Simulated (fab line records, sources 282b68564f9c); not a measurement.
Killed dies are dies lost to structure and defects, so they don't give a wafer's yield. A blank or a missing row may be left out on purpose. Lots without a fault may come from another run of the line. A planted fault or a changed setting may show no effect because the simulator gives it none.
A struck lot beside a sound one | flow rit_cmos | 19 steps out of a route of 202
Sound: wafers L202.2, L202.4, L202.5. Struck: wafers L197.1, L197.4, L197.5. The cause comes at the end.
At each step with rows: each side's tool, then ch and its chambers, then its first start. Under that, the readings that differ: sound wafers | struck wafers | difference of the means | sigmas: that difference in standard deviations of wafers without a fault.
alike: readings whose means differ by less than 2 such deviations, and words and numbers that are the same on both sides. not compared: withheld readings, readings that some wafer has no value for, bounds like >300 that may hide the same value, and numbers for which the record gives no deviation and whose values overlap.
The two part at a step that has a row with sigmas, a row that says differs or no value, or rows on one side only. Numbers that don't overlap but have no deviation are shown without sigmas and don't part them. A reading that every wafer of one side lacks parts them only if that side has two wafers or more.

first, 6 steps without rows for these wafers: RIT_NRETRO_HMDS_00 (prime time 60 s); RIT_NRETRO_COAT_01 (resist thk 1300 nm); RIT_NRETRO_SOFTBAKE_02 (time 60 s); RIT_NRETRO_EXPOSE_03 (exposes mask M4, target cd 43900 nm); RIT_NRETRO_PEB_04; RIT_NRETRO_DEVELOP_05 (develop time 68 s).
RIT_NRETRO_OVL_MEAS_06:
  sound on overlay-01, day 5 23:31; struck on overlay-01, day 4 23:22
  alike: NRETRO_OVL
then, 2 steps without rows for these wafers: RIT_NRETRO_HARDBAKE_07 (time 120 s); RIT_NRETRO_IMPLANT_08.
RIT_NRETRO_STRIP_09: strips in O2, time 180 s.
  sound on plasma_asher-03 ch 0,1, day 5 23:57; struck on plasma_asher-01 ch 0, day 4 23:47
  alike: drypump_motor_current_A
  not compared: rf_hours_counter_h
RIT_NRETRO_TW_MEAS_10:
  sound on film_metro-01, day 6 00:08; struck on film_metro-03, day 4 23:58
  alike: NRETRO_TW
then, 1 step without rows for these wafers: RIT_PRETRO_HMDS_00 (prime time 60 s).
RIT_PRETRO_COAT_01: resist thk 1300 nm.
  sound on litho_track-02 ch 0, day 6 00:22; struck on litho_track-02, day 5 00:13
  no value came back on the struck wafers for chill_plate_temp_C (C), dispense_pressure_kPa (kPa); on the sound wafers chill_plate_temp_C (C) reads 23.09 23.23 23.18
then, 4 steps without rows for these wafers: RIT_PRETRO_SOFTBAKE_02 (time 60 s); RIT_PRETRO_EXPOSE_03 (exposes mask M5, target cd 43700 nm); RIT_PRETRO_PEB_04; RIT_PRETRO_DEVELOP_05 (develop time 68 s).
RIT_PRETRO_OVL_MEAS_06:
  sound on overlay-01, day 6 01:04; struck on overlay-01, day 5 00:56
  reading         | sound        | struck | difference                    | sigmas
  PRETRO_OVL (nm) | 0.5 -1.1 0.5 | - - -  | no value on the struck wafers |
then, 1 step without rows for these wafers: RIT_PRETRO_HARDBAKE_07 (time 120 s).

WHERE THEY PART
First at RIT_PRETRO_COAT_01; last, within this record, at RIT_PRETRO_OVL_MEAS_06.

WHY: what the simulator had put in
Skipped step whole: litho_track-02, from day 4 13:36 on, at RIT_PRETRO_COAT_01. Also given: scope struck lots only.
